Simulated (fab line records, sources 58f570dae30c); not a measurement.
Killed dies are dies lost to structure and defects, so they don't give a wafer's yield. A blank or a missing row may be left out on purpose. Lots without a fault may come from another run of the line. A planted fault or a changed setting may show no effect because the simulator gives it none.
One fault seen from 2 desks | flow berkeley_cmos170 | each desk has only its own numbers; what lay behind them comes last

THE METROLOGY DESK
What the gauges read, lot by lot, whatever tool the lot ran on: means of the sampled wafers that have a number. A lot is out of limits, marked OUT, if its mean lies more than 4 standard deviations from the usual mean; the brackets give that distance.
Columns: A = cd_nm at UCB170_M2_CD_MEAS_15, usual 700.4 nm
lot  | first seen here | A
L249 | day 9 00:50     | 698.5
L248 | day 9 02:19     | 700.0
L250 | day 9 02:44     | 700.7
L253 | day 10 02:43    | 699.4
L254 | day 10 03:55    | 699.6
L255 | day 10 16:17    | 698.7
L257 | day 11 07:22    | 880.3 (+99 or more) OUT
L258 | day 11 07:35    | 881.6 (+99 or more) OUT
L260 | day 11 08:23    | 699.1
L259 | day 11 08:39    | 862.2 (+99 or more) OUT
L266 | day 12 17:11    | 700.6
L265 | day 12 18:37    | 701.5
L270 | day 13 02:34    | 702.5
L269 | day 13 07:37    | 699.7
L271 | day 13 11:33    | 699.9
This desk's finding: out of limits on L257, L258, L259; first on L257, day 11 07:22 (cd_nm at UCB170_M2_CD_MEAS_15). In limits: L249, L248, L250, L253, L254, L255, L260, L266, L265, L270, L269, L271.

THE TOOL OWNER'S DESK: litho_track-01
The tool's own readings at UCB170_M2_PEB_13: means of the sampled wafers that have a number, for each lot that ran on this tool. A lot is out of limits, marked OUT, if its mean lies more than 4 standard deviations from the usual mean; the brackets give that distance.
Columns: A = heater_power_total_W at UCB170_M2_PEB_13, usual 56.80 W; B = plate_temp_C at UCB170_M2_PEB_13, usual 129.99 C
lot  | first seen here | A                       | B
L250 | day 9 02:28     | 56.77                   | 129.96
L255 | day 10 16:01    | 56.83                   | 130.07
L257 | day 11 06:53    | 48.32 (-99 or more) OUT | 114.99 (-99 or more) OUT
L258 | day 11 07:08    | 48.44 (-99 or more) OUT | 115.40 (-99 or more) OUT
L259 | day 11 08:22    | 48.44 (-99 or more) OUT | 115.26 (-99 or more) OUT
This desk's finding: out of limits on L257, L258, L259; first on L257, day 11 06:53 (heater_power_total_W at UCB170_M2_PEB_13). In limits: L250, L255.

PUT TOGETHER
The tool owner's desk could have raised an alarm at day 11 06:53, on L257, L258, L259.
The metrology desk could have raised an alarm at day 11 07:22, on L257, L258, L259.
Of the lots named, all ran UCB170_M2_PEB_13 on litho_track-01.

WHAT THE SIMULATOR HAD PUT IN
Process parameter drift: litho_track-01, from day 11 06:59 on, at UCB170_M2_PEB_13. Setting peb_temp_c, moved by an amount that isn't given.
Lots struck among those shown: L257, L258, L259.
